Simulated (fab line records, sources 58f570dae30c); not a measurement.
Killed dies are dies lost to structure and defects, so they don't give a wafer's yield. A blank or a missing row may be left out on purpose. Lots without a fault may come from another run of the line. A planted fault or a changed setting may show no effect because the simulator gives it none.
fab line records | flow berkeley_cmos170
record lots=6 wafers=18 last_day=12
route steps=331 shown CONTACT@226 M1@238 M3@331
lots that met no fault: from a run of the same line without faults
start_h: hours from the record's first day to the start of the lot's first wafer shown | wait_h: hours since the lot's step before | " the same as in the row above | L1.1+2: a row that stands for several wafers | - no value, or no start given | * or withheld: withheld | < > ~ a bound
route shown NAME@n: a module of which the file shows steps, and the number in the route of the first | usual: mean/standard deviation of fault-free wafers | same: alike in all rows | chamber/n: place in a boat | sites: the reading at each site | _std_site: their standard deviation | _edge_site: outer sites' mean less inner sites' | radius_mm: how far each site lies from the wafer's centre | mask NAME#n: copy n | behind: the tool/chamber that last shaped the wafer | hold: why the lot was held/for how many hours/how that ended | device: the transistor (n, p or np) that didn't switch | end of line: the same wafers' tests at the end of the route | a step without rows: its recipe alone | killed: dies lost to structure and defects at the first sort, not the wafer's yield | map: a wafer's dies, x killed, . not, _ none there
set.NAME: the setting as run; set.NAME@STEP: as run at that earlier step | model.NAME: the simulator's own value behind a step, which no gauge read
lots at some steps of the route; a table a step, a row a wafer
services: from which hour (start_h, from the record's first day; less than 0 if before it) a tool's chamber was out of use, for how many hours, and why
## steps
# step UCB170_CONTACT_COAT_10
# recipe resist=KrF spin_rpm=1500 resist_thk_nm=900
# step UCB170_CONTACT_SOFTBAKE_11
# recipe resist=KrF temp_c=130 time_s=60
# step UCB170_CONTACT_EXPOSE_12
# recipe mask_id=CONT target_cd_nm=700 na=0.5 sigma_outer=0.6 source_shape=conventional dose_mj=35
# step UCB170_CONTACT_PEB_13
# recipe peb_temp_c=130 peb_time_s=withheld resist=KrF
# step UCB170_CONTACT_DEVELOP_14
# recipe developer=TMAH develop_time_s=45 resist=KrF dev_temp_c=21
# step UCB170_CONTACT_CD_MEAS_15
# recipe target_cd_nm=700
# usual cd_nm=700.0/1.4
# columns lot.wafer tool chamber start_h wait_h cd_nm
L368.1 cd_sem-02 - 169.02 - 699.6
L368.2 " - " " 698.4
L368.5 " - " " 699.9
L367.1 cd_sem-02 - 169.38 - 701.2
L367.3 " - " " 700.3
L367.5 " - " " 701.8
L377.1 cd_sem-01 - 228.64 - 699.7
L377.2 " - " " 700.1
L377.5 " - " " 699.8
L380.3 cd_sem-01 - 229.13 - 699.9
L380.4 " - " " 701.1
L380.5 " - " " 699.6
L383.1 cd_sem-02 - 249.23 - 700.7
L383.3 " - " " 701.4
L383.5 " - " " 700.2
L387.3 cd_sem-01 - 262.26 - 700.7
L387.5 " - " " 700.4
L387.6 " - " " 700.8
# step UCB170_CONTACT_OVL_MEAS_16
# usual CONTACT_OVL=-1/4.7
# columns lot.wafer tool chamber start_h wait_h CONTACT_OVL[nm]
L368.1 overlay-01 - 169.14 0.1 -4
L368.2 " - " " -7
L368.5 " - " " -2
L367.1 overlay-02 - 169.50 0.1 -3
L367.3 " - " " -2
L367.5 " - " " -4
L377.1 overlay-01 - 228.76 0.1 -1
L377.2 " - " " -4
L377.5 " - " " 3
L380.3 overlay-01 - 229.22 0.1 2
L380.4 " - " " 1
L380.5 " - " " 9
L383.1 overlay-01 - 249.35 0.1 11
L383.3 " - " " 2
L383.5 " - " " 9
L387.3 overlay-01 - 262.36 0.1 -6
L387.5 " - " " -1
L387.6 " - " " -7
# step UCB170_CONTACT_ETCH_17
# recipe chemistry=N2/H2 target_depth_a=withheld overetch_a=withheld target=BARC time_s=withheld source_w=500 bias_w=100 pressure_mtorr=30 n2_flow_sccm=100 h2_flow_sccm=200
# usual drypump_motor_current_A=5.7/0.49 n2_flow_sccm=100.0/0.31 oes_product_au=0.993/0.024 rf_fwd_power_W=494.9/2.2 throttle_valve_pct=13.24/0.2
# columns lot.wafer tool chamber start_h wait_h drypump_motor_current_A n2_flow_sccm oes_product_au rf_fwd_power_W throttle_valve_pct
L368.1 rie_diel-03 0 169.18 0.0 5.2 100.2 0.996 493.0 13.21
L368.2 " 2 " " 6.1 100.0 1.021 494.5 12.92
L368.5 " 3 " " 5.6 99.9 0.975 492.1 13.35
L367.1 rie_diel-01 0 169.54 0.0 6.6 100.4 1.016 492.4 13.36
L367.3 " 3 " " 5.9 99.8 0.945 496.7 13.46
L367.5 " 1 " " 5.3 99.9 1.011 496.4 13.07
L377.1 rie_diel-01 1 228.79 0.0 5.3 99.5 1.002 498.8 13.07
L377.2 " 2 " " 6.1 99.9 0.963 494.5 13.19
L377.5 " 2 " " 6.1 99.9 0.968 493.7 13.18
L380.3 rie_diel-03 3 229.24 0.0 5.6 100.3 0.981 490.8 13.36
L380.4 " 1 " " 6.3 100.9 0.975 496.8 12.99
L380.5 " 0 " " 5.2 100.1 0.994 494.2 13.21
L383.1 rie_diel-04 3 249.38 0.0 5.4 100.1 0.979 494.7 13.62
L383.3 " 1 " " 6.4 100.1 0.991 496.8 13.21
L383.5 " 1 " " 6.4 100.0 0.987 493.5 13.22
L387.3 rie_diel-04 2 262.38 0.0 5.0 100.0 1.009 497.3 13.30
L387.5 " 3 " " 5.4 100.0 0.981 493.9 13.63
L387.6 " 0 " " 5.1 100.1 0.997 498.9 13.18
# step UCB170_CONTACT_ETCH_18
# recipe chemistry=CHF3/CF4/Ar target=PSG stop_on=TiSi2 CHF3_flow_sccm=45 cf4_flow_sccm=15 Ar_flow_sccm=150 pressure_mtorr=200 rf_w=700 target_depth_a=8400 over_etch_frac=0.2 time_s=195
# usual CHF3_flow_sccm=44.97/0.13 drypump_motor_current_A=5.7/0.5 mfc_ar_sccm=150.0/0.46 oes_product_au=0.893/0.018 rf_fwd_power_W=697.6/2 throttle_valve_pct=6.90/0.12
# columns lot.wafer tool chamber start_h wait_h CHF3_flow_sccm drypump_motor_current_A mfc_ar_sccm oes_product_au rf_fwd_power_W rf_hours_counter_h throttle_valve_pct
L368.1 rie_diel-03 0 - - 45.13 5.2 150.6 0.907 695.3 13 6.84
L368.2 " 2 " " 45.03 6.1 150.6 0.918 696.4 65 6.74
L368.5 " 3 " " 45.03 5.6 150.1 0.901 694.8 - 6.95
L367.1 rie_diel-01 0 - - 45.03 6.6 149.3 0.877 692.2 143 6.97
L367.3 " 3 " " 45.03 6.0 150.6 0.876 699.4 76 6.98
L367.5 " 1 " " 44.93 5.3 150.0 0.888 697.9 - 6.76
L377.1 rie_diel-01 1 - - 44.74 5.3 150.3 0.887 703.5 141 6.77
L377.2 " 2 " " 44.91 6.0 150.3 0.858 700.7 126 6.80
L377.5 " 2 " " 44.98 6.0 150.1 0.857 698.4 - 6.81
L380.3 rie_diel-03 3 - - 45.07 5.6 149.9 0.889 695.8 122 6.95
L380.4 " 1 " " 44.87 6.3 149.9 0.880 696.2 43 6.78
L380.5 " 0 " " 44.79 5.2 150.5 0.922 700.2 - 6.84
L383.1 rie_diel-04 3 - - 44.87 5.4 150.5 0.879 696.4 97 7.16
L383.3 " 1 " " 44.93 6.4 150.1 0.906 698.0 92 6.91
L383.5 " 1 " " 45.04 6.4 149.6 0.900 700.5 - 6.88
L387.3 rie_diel-04 2 - - 45.05 5.0 150.9 0.914 701.8 63 6.96
L387.5 " 3 " " 44.98 5.4 149.8 0.879 699.5 - 7.16
L387.6 " 0 " " 44.82 5.1 148.8 0.908 696.6 - 6.94
# step UCB170_CONTACT_STRIP_19
# recipe chemistry=O2 power_w=400 pressure_mtorr=3500 platen_temp_c=withheld o2_flow_sccm=400 overash_fraction=0.5
# usual drypump_motor_current_A=5.8/0.47 oes_product_au=0.725/0.0045
# same overash_fraction=0.5
# columns lot.wafer tool chamber start_h wait_h drypump_motor_current_A oes_product_au rf_hours_counter_h
L368.1 plasma_asher-03 1 169.34 - 6.0 0.723 43
L368.2 " 0 " " 6.6 0.724 43
L368.5 " 0 " " 6.6 0.727 -
L367.1 plasma_asher-02 1 169.71 - 5.0 0.735 6
L367.3 " 0 " " 6.2 0.723 -
L367.5 " 0 " " 6.2 0.728 -
L377.1 plasma_asher-01 0 228.96 - 5.6 0.725 52
L377.2 " 1 " " 5.9 0.731 52
L377.5 " 0 " " 5.6 0.725 -
L380.3 plasma_asher-01 1 229.44 - 5.9 0.728 -
L380.4 " 0 " " 5.5 0.728 -
L380.5 " 1 " " 5.9 0.729 -
L383.1 plasma_asher-02 0 249.55 - 6.2 0.724 15
L383.3 " 0 " " 6.2 0.728 -
L383.5 " 1 " " 5.0 0.728 -
L387.3 plasma_asher-01 0 262.58 - 5.5 0.726 -
L387.5 " 0 " " 5.5 0.719 -
L387.6 " 1 " " 5.9 0.728 -
# step UCB170_CONTACT_CD_MEAS_90
# recipe target_cd_nm=700
# usual cd_nm=699.9/1.6
# columns lot.wafer tool chamber start_h wait_h cd_nm
L368.1 cd_sem-02 - 169.74 0.4 699.0
L368.2 " - " " 698.5
L368.5 " - " " 700.8
L367.1 cd_sem-02 - 169.98 0.2 701.5
L367.3 " - " " 700.1
L367.5 " - " " 701.1
L377.1 cd_sem-02 - 229.06 0.1 699.9
L377.2 " - " " 699.6
L377.5 " - " " 699.6
L380.3 cd_sem-01 - 229.55 0.1 700.8
L380.4 " - " " 700.0
L380.5 " - " " 698.7
L383.1 cd_sem-01 - 249.65 0.1 700.5
L383.3 " - " " 701.2
L383.5 " - " " 700.2
L387.3 cd_sem-02 - 262.69 0.1 701.1
L387.5 " - " " 699.9
L387.6 " - " " 699.3
# step UCB170_CONTACT_CLEAN_20
# recipe chemistry=SPM temp_c=120 time_s=600
# step UCB170_M1_SPUTTER_00
# recipe material=Al target_thk_nm=600 time_s=80 power_w=6000 chamber_pressure_pa=0.5
# usual throttle_valve_pct=30.0/1.4
# columns lot.wafer tool chamber start_h wait_h throttle_valve_pct model.Al_of_M1_SPUTTER_00.thk_nm
L368.1 pvd_sputter-02 - 170.04 0.0 28.6 595.3
L368.2 " - " " 30.8 592.7
L368.5 " - " " 27.2 601.9
L367.1 pvd_sputter-03 - 170.28 0.0 29.7 592.8
L367.3 " - " " 29.1 603.3
L367.5 " - " " 30.0 596.6
L377.1 pvd_sputter-03 - 229.36 0.0 29.7 598.2
L377.2 " - " " 30.1 597.3
L377.5 " - " " 29.2 523.1
L380.3 pvd_sputter-04 - 229.81 0.0 30.9 599.7
L380.4 " - " " 31.3 590.4
L380.5 " - " " 31.1 593.5
L383.1 pvd_sputter-03 - 249.95 0.0 29.3 522.8
L383.3 " - " " 29.7 594.7
L383.5 " - " " 30.0 597.4
L387.3 pvd_sputter-02 - 262.96 0.0 28.9 601.7
L387.5 " - " " 27.1 608.1
L387.6 " - " " 30.7 600
# step UCB170_M1_RS_MEAS_01
# recipe thk_meas_gauge=four-point-probe reads=Al_of_M1_SPUTTER_00
# usual M1_AL_RS=0.0485/0.00052
# columns lot.wafer tool chamber start_h wait_h M1_AL_RS[ohm/sq]
L368.1 film_metro-04 - 170.10 0.0 0.0489
L368.2 " - " " 0.0491
L368.5 " - " " 0.0483
L367.1 film_metro-02 - 170.34 0.0 0.0491
L367.3 " - " " 0.0483
L367.5 " - " " 0.0488
L377.1 film_metro-03 - 229.42 0.0 0.0489
L377.2 " - " " 0.0489
L377.5 " - " " 0.0559
L380.3 film_metro-02 - 229.91 0.1 0.0486
L380.4 " - " " 0.0494
L380.5 " - " " 0.0491
L383.1 film_metro-04 - 250.01 0.0 0.0558
L383.3 " - " " 0.0489
L383.5 " - " " 0.0487
L387.3 film_metro-02 - 263.06 0.1 0.0484
L387.5 " - " " 0.0478
L387.6 " - " " 0.0485
# step UCB170_M1_THK_MEAS_02
# recipe thk_meas_gauge=xrf reads=Al_of_M1_SPUTTER_00
# usual M1_AL_THK=601/6.9
# columns lot.wafer tool chamber start_h wait_h M1_AL_THK[nm]
L368.1 film_metro-04 - 170.22 0.1 592
L368.2 " - " " 589
L368.5 " - " " 600
L367.1 film_metro-02 - 170.46 0.1 595
L367.3 " - " " 602
L367.5 " - " " 600
L377.1 film_metro-03 - 229.54 0.1 603
L377.2 " - " " 599
L377.5 " - " " 527
L380.3 film_metro-02 - 230.01 0.1 601
L380.4 " - " " 593
L380.5 " - " " 596
L383.1 film_metro-04 - 250.13 0.1 518
L383.3 " - " " 588
L383.5 " - " " 596
L387.3 film_metro-02 - 263.16 0.1 604
L387.5 " - " " 609
L387.6 " - " " 605
# step UCB170_M1_COAT_03
# recipe resist=BARC temp_c=withheld time_s=withheld spin_rpm=3000 resist_thk_nm=withheld
# step UCB170_M1_COAT_04
# recipe resist=KrF spin_rpm=1500 resist_thk_nm=900
# step UCB170_M1_SOFTBAKE_05
# recipe resist=KrF temp_c=130 time_s=60
# step UCB170_M1_EXPOSE_06
# recipe mask_id=METAL1 target_cd_nm=700 na=0.5 sigma_outer=0.6 source_shape=conventional dose_mj=21
# step UCB170_M1_PEB_07
# recipe peb_temp_c=130 peb_time_s=withheld resist=KrF
# step UCB170_M1_DEVELOP_08
# recipe developer=TMAH develop_time_s=45 resist=KrF dev_temp_c=21
# step UCB170_M1_CD_MEAS_09
# recipe target_cd_nm=700
# usual cd_nm=699.7/1.5
# columns lot.wafer tool chamber start_h wait_h cd_nm
L368.1 cd_sem-01 - 171.12 - 699.9
L368.2 " - " " 700.0
L368.5 " - " " 700.0
L367.1 cd_sem-02 - 171.40 - 701.3
L367.3 " - " " 702.0
L367.5 " - " " 701.3
L377.1 cd_sem-01 - 230.88 - 696.2
L377.2 " - " " 697.9
L377.5 " - " " 697.0
L380.3 cd_sem-01 - 231.10 - 700.4
L380.4 " - " " 699.9
L380.5 " - " " 700.7
L383.1 cd_sem-01 - 251.70 - 700.6
L383.3 " - " " 699.9
L383.5 " - " " 699.1
L387.3 cd_sem-01 - 264.26 - 697.8
L387.5 " - " " 698.2
L387.6 " - " " 699.6
# step UCB170_M1_OVL_MEAS_10
# usual M1_OVL=-2/4.9
# columns lot.wafer tool chamber start_h wait_h M1_OVL[nm]
L368.1 overlay-01 - 171.24 0.1 6
L368.2 " - " " -5
L368.5 " - " " -3
L367.1 overlay-01 - 171.52 0.1 1
L367.3 " - " " -1
L367.5 " - " " -3
L377.1 overlay-02 - 231.00 0.1 -3
L377.2 " - " " -6
L377.5 " - " " 2
L380.3 overlay-01 - 231.20 0.1 -6
L380.4 " - " " -4
L380.5 " - " " -6
L383.1 overlay-02 - 251.82 0.1 -10
L383.3 " - " " -8
L383.5 " - " " -10
L387.3 overlay-02 - 264.35 0.1 -3
L387.5 " - " " -3
L387.6 " - " " -3
# step UCB170_M1_ETCH_11
# recipe chemistry=N2/H2 target_depth_a=withheld overetch_a=withheld target=BARC time_s=withheld source_w=500 bias_w=100 pressure_mtorr=30 n2_flow_sccm=100 h2_flow_sccm=200
# usual drypump_motor_current_A=5.7/0.47 n2_flow_sccm=100.01/0.28 oes_product_au=0.993/0.023 rf_fwd_power_W=495.3/1.6 throttle_valve_pct=13.28/0.2
# columns lot.wafer tool chamber start_h wait_h drypump_motor_current_A n2_flow_sccm oes_product_au rf_fwd_power_W throttle_valve_pct
L368.1 rie_diel-02 0 171.28 0.0 6.3 100.27 1.010 493.8 12.89
L368.2 " 2 " " 5.4 100.08 0.966 496.4 13.44
L368.5 " 2 " " 5.5 100.39 0.968 496.8 13.47
L367.1 rie_diel-04 0 171.55 0.0 5.1 99.92 0.996 496.8 13.20
L367.3 " 3 " " 5.4 100.15 0.995 494.5 13.64
L367.5 " 2 " " 5.0 100.43 1.024 494.9 13.30
L377.1 rie_diel-04 3 231.03 0.0 5.4 99.59 0.990 498.7 13.62
L377.2 " 1 " " 6.4 99.89 0.993 495.5 13.20
L377.5 " 3 " " 5.4 99.90 0.983 496.3 13.63
L380.3 rie_diel-02 2 231.22 0.0 5.4 99.91 0.973 496.7 13.45
L380.4 " 3 " " 5.6 100.09 0.995 493.5 13.21
L380.5 " 3 " " 5.6 99.82 0.990 493.0 13.18
L383.1 rie_diel-01 2 251.86 0.0 6.1 99.40 0.958 495.4 13.19
L383.3 " 3 " " 6.0 100.14 0.958 495.1 13.46
L383.5 " 0 " " 6.6 100.41 1.008 495.0 13.42
L387.3 rie_diel-01 3 264.37 0.0 5.9 100.24 0.964 495.4 13.48
L387.5 " 3 " " 6.0 100.21 0.961 495.3 13.46
L387.6 " 2 " " 6.1 100.06 0.956 495.3 13.18
# step UCB170_M1_METAL_ETCH_12
# recipe chemistry=Cl2/BCl3 target=Al stop_on=PSG pressure_mtorr=12 target_depth_a=7800 over_etch_frac=0.3 time_s=130 icp_w=600 bias_w=120 Cl2_flow_sccm=90 bcl3_flow_sccm=45
# usual drypump_motor_current_A=5.9/0.36 oes_product_au=0.852/0.015 rf_fwd_power_W=597.5/1.8 throttle_valve_pct=24.30/0.16
# columns lot.wafer tool chamber start_h wait_h drypump_motor_current_A oes_product_au rf_fwd_power_W rf_hours_counter_h throttle_valve_pct
L368.1 rie_metal-01 1 171.32 - 6.0 0.878 599.7 1 24.13
L368.2 " 0 " " 5.7 0.857 597.6 8 24.42
L368.5 " 1 " " 6.0 0.876 596.0 - 24.12
L367.1 rie_metal-04 1 171.59 - 6.0 0.839 601.1 10 24.07
L367.3 " 1 " " 6.0 0.842 598.9 - 24.08
L367.5 " 1 " " 6.0 0.836 597.5 - 24.08
L377.1 rie_metal-01 0 231.08 - 5.7 0.859 600.5 10 24.41
L377.2 " 1 " " 5.9 0.869 594.9 4 24.13
L377.5 " 0 " " 5.7 0.799 601.7 - 24.43
L380.3 rie_metal-02 1 231.31 - 6.5 0.836 594.1 - 24.28
L380.4 " 0 " " 5.4 0.857 596.7 - 24.50
L380.5 " 0 " " 5.4 0.855 597.0 - 24.51
L383.1 rie_metal-04 0 251.90 - 5.8 0.769 597.4 2 24.39
L383.3 " 1 " " 6.0 0.837 597.7 - 24.07
L383.5 " 1 " " 6.0 0.835 598.4 - 24.07
L387.3 rie_metal-01 1 264.46 - 5.9 0.883 598.3 - 24.12
L387.5 " 0 " " 5.7 0.878 598.9 - 24.41
L387.6 " 1 " " 5.9 0.883 597.5 - 24.15
# step UCB170_M1_STRIP_13
# recipe chemistry=O2 power_w=400 pressure_mtorr=3500 platen_temp_c=withheld o2_flow_sccm=400 overash_fraction=0.5
# usual drypump_motor_current_A=6.1/0.33 oes_product_au=0.721/0.0045
# same overash_fraction=0.5
# columns lot.wafer tool chamber start_h wait_h drypump_motor_current_A oes_product_au rf_hours_counter_h
L368.1 plasma_asher-03 0 171.45 0.1 6.7 0.727 43
L368.2 " 1 " " 6.0 0.723 43
L368.5 " 1 " " 5.9 0.723 -
L367.1 plasma_asher-04 1 171.86 0.2 6.2 0.717 49
L367.3 " 1 " " 6.2 0.723 -
L367.5 " 1 " " 6.2 0.723 -
L377.1 plasma_asher-01 0 231.21 0.1 5.5 0.714 53
L377.2 " 1 " " 5.8 0.721 53
L377.5 " 1 " " 5.8 0.723 -
L380.3 plasma_asher-01 0 231.43 0.1 5.5 0.725 -
L380.4 " 1 " " 5.9 0.720 -
L380.5 " 1 " " 5.9 0.719 -
L383.1 plasma_asher-04 1 252.03 0.1 6.2 0.731 56
L383.3 " 1 " " 6.2 0.722 -
L383.5 " 0 " " 6.1 0.722 -
L387.3 plasma_asher-01 1 264.58 0.1 5.9 0.723 -
L387.5 " 0 " " 5.5 0.714 -
L387.6 " 1 " " 5.9 0.718 -
# step UCB170_M3_PROBE_99
# columns lot.wafer tool chamber start_h wait_h model.etest.m1.rs_ohm_sq
L368.1 prober-01 - 186.13 0.1 0.04895
L368.2 prober-01 - 186.18 0.1 0.04894
L368.5 prober-01 - 186.33 0.2 0.04788
L367.1 prober-02 - 187.59 0.1 0.04881
L367.3 prober-02 - 187.69 0.2 0.04863
L367.5 prober-02 - 187.79 0.2 0.04821
L377.1 prober-02 - 252.03 0.1 0.04804
L377.2 prober-02 - 252.08 0.1 0.04829
L377.5 prober-02 - 252.23 0.2 0.05554
L380.3 prober-01 - 252.25 0.2 0.04811
L380.4 prober-01 - 252.30 0.2 0.04895
L380.5 prober-01 - 252.35 0.2 0.04887
L383.1 prober-02 - 264.38 0.1 0.05541
L383.3 prober-02 - 264.48 0.2 0.04861
L387.3 prober-02 - 278.02 0.2 0.04865
L387.5 prober-02 - 278.12 0.2 0.04724
L387.6 prober-02 - 278.17 0.2 0.04813
# killed by level:class
L368.1 GATE:geometric_particle:open=3 FIELD:geometric_particle:open=1
L368.2 WELLDRIVE:geometric_particle:short=1 SILICIDE:geometric_particle:open=1 SILICIDE:geometric_particle:short=1 ACTIVE:area_etch=1
L368.5 GATE:geometric_particle:short=1 GATE:geometric_particle:open=1 CONTACT:geometric_particle:open=1 M3:geometric_particle:short=1 ACTIVE:area_etch=1
L367.1 GATE:geometric_particle:open=1 SPACER:geometric_particle:open=1 M3:geometric_particle:short=1
L367.3 GATE:geometric_particle:open=1 GATE:geometric_particle:short=1
L367.5 SPACER:geometric_particle:short=1 M2:geometric_particle:short=1 M3:geometric_particle:open=1
L377.1 GATE:geometric_particle:short=1 V2:geometric_particle:open=1
L377.2 FIELD:geometric_particle:short=1 SACOX:geometric_particle:open=1 SILICIDE:geometric_particle:short=1
L377.5 M3:geometric_particle:short=2 WELLDRIVE:geometric_particle:short=1 GATE:geometric_particle:short=1 CONTACT:geometric_particle:short=1 ACTIVE:area_etch=1
L380.3 ACTIVE:geometric_particle:open=1 GATE:geometric_particle:open=1 V2:geometric_particle:open=1 M3:geometric_particle:short=1
L380.4 M3:geometric_particle:short=2 START:geometric_particle:short=1
L380.5 WELLDRIVE:geometric_particle:open=1 M2:geometric_particle:open=1 M2:geometric_particle:short=1
L387.3 WELLDRIVE:geometric_particle:open=1 GATE:geometric_particle:short=1 V2:geometric_particle:short=1
L387.5 GATE:geometric_particle:open=1 GATE:geometric_particle:short=1 SPACER:geometric_particle:open=1 SILICIDE:geometric_particle:short=1
L387.6 ACTIVE:area_etch=5 SILICIDE:geometric_particle:short=1 V1:geometric_particle:short=1
## services
# columns tool chamber start_h hours kind
pvd_sputter-03 - 149.79 0.6 repair
rie_diel-02 0 153.99 1.4 repair
rie_diel-04 3 174.28 3.3 repair
rie_diel-03 1 181.93 5.6 repair
rie_diel-01 1 188.03 9.4 repair
rie_diel-01 2 191.05 14.4 repair
pvd_sputter-03 - 194.80 0.9 repair
plasma_asher-01 - 199.44 0.4 repair
rie_diel-01 1 206.89 10.9 repair
rie_diel-01 0 208.76 4.3 repair
plasma_asher-01 - 213.65 0.5 repair
rie_diel-01 0 217.74 - clean
rie_diel-01 0 217.74 25.3 scheduled_down
rie_diel-01 0 217.74 25.3 vent_cycle
rie_metal-02 - 218.01 0.2 repair
plasma_asher-04 - 223.04 2.1 repair
rie_diel-01 - 225.92 2.8 pm
plasma_asher-04 - 229.47 14.6 pm
rie_diel-02 2 235.43 7.6 repair
rie_diel-01 1 243.08 - clean
rie_diel-01 1 243.08 33.9 scheduled_down
rie_diel-01 1 243.08 33.9 vent_cycle
plasma_asher-03 - 246.54 13.5 repair
rie_diel-04 0 247.03 5.3 repair
## key
first_sign step=UCB170_M1_RS_MEAS_01 reading=M1_AL_RS direction=up sigmas=14 usual=0.0485 struck=0.0559
effect step=UCB170_M1_THK_MEAS_02 reading=M1_AL_THK direction=down sigmas=11 usual=601 struck=523
effect step=UCB170_M1_METAL_ETCH_12 reading=oes_product_au direction=down sigmas=4.4 usual=0.852 struck=0.784
model_effect step=UCB170_M1_SPUTTER_00 value=Al_of_M1_SPUTTER_00.thk_nm without=610.4 struck=523
model_effect step=UCB170_M3_PROBE_99 value=etest.m1.rs_ohm_sq without=0.04753 struck=0.05547
met_at UCB170_M1_SPUTTER_00
struck_wafers L377.5,L383.1
sort_left_out L383.1
onset_between 170.28 229.36
fault kind=process_parameter_drift tool=pvd_sputter-03 chamber=- onset_h=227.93 steps=UCB170_M1_SPUTTER_00 channel=time_s offset=* shape=step end_h=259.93 acts_in=* stated=* scope=struck_wafers_only
# sort_left_out: the simulated sort isn't trusted on such a fault, so these wafers' sort isn't shown, and their yield isn't known
